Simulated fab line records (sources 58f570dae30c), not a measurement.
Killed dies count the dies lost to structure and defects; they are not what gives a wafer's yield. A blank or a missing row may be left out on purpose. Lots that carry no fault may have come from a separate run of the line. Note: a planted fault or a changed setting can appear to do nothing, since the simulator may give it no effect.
Which tool was responsible?	flow berkeley-cmos170	14 lots, 42 wafers sampled, at 5 steps of a route of 331

== WHAT EACH GAUGE READ, for each wafer ==
UCB170_FIELD_THK_MEAS_02.
lot	measured	on	FIELD_OXIDE_THK (nm)
L340	day 5 06:47	film-metro-02	555 557 566
L342	day 5 06:47	film-metro-04	557 557 549
L341	day 5 06:48	film-metro-01	569 567 563
L343	day 5 11:23	film-metro-04	580 572 577
L344	day 5 19:01	film-metro-02	560 556 561
L345	day 5 19:01	film-metro-04	575 582 570
L346	day 6 03:21	film-metro-04	572 572 572
L347	day 6 03:22	film-metro-01	564 559 570
L349	day 6 22:39	film-metro-04	556 560 551
L354	day 7 09:34	film-metro-04	568 555 549
L355	day 8 03:42	film-metro-04	563 567 559
L359	day 8 09:33	film-metro-01	573 568 568
L360	day 8 09:34	film-metro-02	556 566 561
L361	day 8 21:14	film-metro-02	570 561 563

UCB170_PLDD_CD_MEAS_06: the cd target is 1200 nm.
lot	measured	on	cd-nm (nm)
L340	day 6 17:02	cd-sem-01	1199.8 1200.3 1201.4
L342	day 6 16:26	cd-sem-02	1201.5 1200.4 1200.7
L341	day 6 17:08	cd-sem-02	1202.2 1200.2 1200.6
L343	day 6 22:01	cd-sem-02	1198.6 1198.1 1197.4
L344	day 7 08:44	cd-sem-02	1198.2 1199.0 1198.4
L345	day 7 08:37	cd-sem-02	1198.0 1198.0 1197.2
L346	day 7 10:01	cd-sem-02	1199.8 1200.3 1199.9
L347	day 7 10:16	cd-sem-01	1200.2 1200.5 1199.5
L349	day 8 10:21	cd-sem-01	1197.1 1197.9 1199.3
L354	day 8 23:30	cd-sem-02	1199.1 1198.8 1198.5
L355	day 9 15:53	cd-sem-02	1198.3 1196.6 1196.6
L359	day 9 18:17	cd-sem-02	1199.9 1199.3 1200.0
L360	day 9 18:52	cd-sem-02	1200.6 1200.7 1199.2
L361	day 10 11:25	cd-sem-02	1201.6 1200.7 1200.7

UCB170_PLDD_OVL_MEAS_07.
lot	measured	on	PLDD_OVL (nm)
L340	day 6 17:10	overlay-02	-10 -8 -9
L342	day 6 16:34	overlay-02	2 -2 1
L341	day 6 17:14	overlay-01	-4 -4 1
L343	day 6 22:08	overlay-02	7 5 8
L344	day 7 08:52	overlay-02	2 -4 -3
L345	day 7 08:44	overlay-01	-10 -8 -3
L346	day 7 10:06	overlay-01	1 -9 -3
L347	day 7 10:22	overlay-02	-10 -14 -19
L349	day 8 10:28	overlay-01	-3 -4 1
L354	day 8 23:36	overlay-02	183 185 183
L355	day 9 16:00	overlay-01	173 181 176
L359	day 9 18:24	overlay-01	-5 -4 -7
L360	day 9 18:58	overlay-02	-14 -12 -11
L361	day 10 11:32	overlay-01	1 -4 5

== WHICH TOOL RAN EACH LOT (tool, then ch and the chambers of the sampled wafers, then the start) ==
lot	UCB170_GATE_ETCH_14	UCB170_PLDD_EXPOSE_03
L340	rie-diel-02 ch 1,2,3, day 6 14:14	krf-scanner-01 ch 0, day 6 15:47
L342	rie-diel-03 ch 0,1,2, day 6 14:05	krf-scanner-02 ch 0, day 6 15:24
L341	rie-diel-03 ch 1,2,3, day 6 14:19	krf-scanner-02 ch 0, day 6 16:11
L343	rie-diel-04 ch 0,1, day 6 20:12	krf-scanner-01 ch 0, day 6 21:35
L344	rie-diel-03 ch 0,1,3, day 7 07:08	krf-scanner-01 ch 0, day 7 08:19
L345	rie-diel-04 ch 0,2,3, day 7 06:58	krf-scanner-02 ch 0, day 7 08:04
L346	rie-diel-03 ch 0,1, day 7 08:30	krf-scanner-01 ch 0, day 7 09:31
L347	rie-diel-02 ch 0,2,3, day 7 08:45	krf-scanner-01 ch 0, day 7 09:43
L349	rie-diel-04 ch 0,1,3, day 8 09:01	krf-scanner-01 ch 0, day 8 09:58
L354	rie-diel-04 ch 1,3, day 8 21:28	krf-scanner-02 ch 0, day 8 23:04
L355	rie-diel-04 ch 0,1, day 9 14:10	krf-scanner-02 ch 0, day 9 15:17
L359	rie-diel-02 ch 0,3, day 9 16:48	krf-scanner-01 ch 0, day 9 17:53
L360	rie-diel-03 ch 1,2, day 9 17:05	krf-scanner-01 ch 0, day 9 18:28
L361	rie-diel-03 ch 0,1,3, day 10 10:05	krf-scanner-01 ch 0, day 10 11:01
- UCB170_GATE_ETCH_14: etches BARC in N2/H2.
- UCB170_PLDD_EXPOSE_03: exposes mask PSELECT, target cd 1200 nm.

== AS READ BY THE TOOLS THEMSELVES (means over the sampled wafers that have a number; for cases with no such wafer, the mark the record gives instead) ==
UCB170_GATE_ETCH_14.
lot	tool	drypump-motor-current-A (A)	oes-product-au (a.u.)	throttle-valve-pct (%)
L340	rie-diel-02	5.8	0.994	13.34
L342	rie-diel-03	5.8	1.019	13.26
L341	rie-diel-03	5.7	1.006	13.19
L343	rie-diel-04	5.4	1.017	13.36
L344	rie-diel-03	5.6	1.016	13.26
L345	rie-diel-04	5.3	1.016	13.36
L346	rie-diel-03	5.5	1.035	13.37
L347	rie-diel-02	6.3	1.009	13.44
L349	rie-diel-04	5.2	1.011	13.37
L354	rie-diel-04	5.0	1.020	13.32
L355	rie-diel-04	5.4	1.006	13.42
L359	rie-diel-02	6.3	1.005	13.53
L360	rie-diel-03	5.9	1.012	13.22
L361	rie-diel-03	5.6	1.016	13.26

== THE ANSWER, worked out from the rows above alone ==
Rule: what is usual is taken from the lots themselves. The widest of any qualifying gaps counts: lots, ordered by their means at a reading, are off when they make up no more than a third of the lots, leave a main group of 4 or more, and stand apart from it by 3 or more times the standard deviation of that group's means. A main group is skipped when, at the precision printed for the reading in the tables above, its means are all equal. Also off: a lot with no number at a reading for which 4 or more lots have one. Any other lot the step has rows for is counted as sound. Order of review: gauges by route order, followed by the tools' own readings, for which a lot's mean as printed above is used. At the first step where some lot is off, the reading lying furthest off is the one used; lots without a number count as furthest.
Off: at UCB170_PLDD_OVL_MEAS_07 (PLDD_OVL), L354, L355. Main group: mean -4 nm, sd 5.6.
A tool fits if, at a process step before that reading, it ran every lot that is off, and no sound lot after the first of them. Those tools and the gauges at UCB170_PLDD_OVL_MEAS_07 are tried in the same way. This does not decide it: 2 tools fit, namely rie-diel-04 at UCB170_GATE_ETCH_14 and krf-scanner-02 at UCB170_PLDD_EXPOSE_03.

== WHAT HAD BEEN PUT IN BY THE SIMULATOR ==
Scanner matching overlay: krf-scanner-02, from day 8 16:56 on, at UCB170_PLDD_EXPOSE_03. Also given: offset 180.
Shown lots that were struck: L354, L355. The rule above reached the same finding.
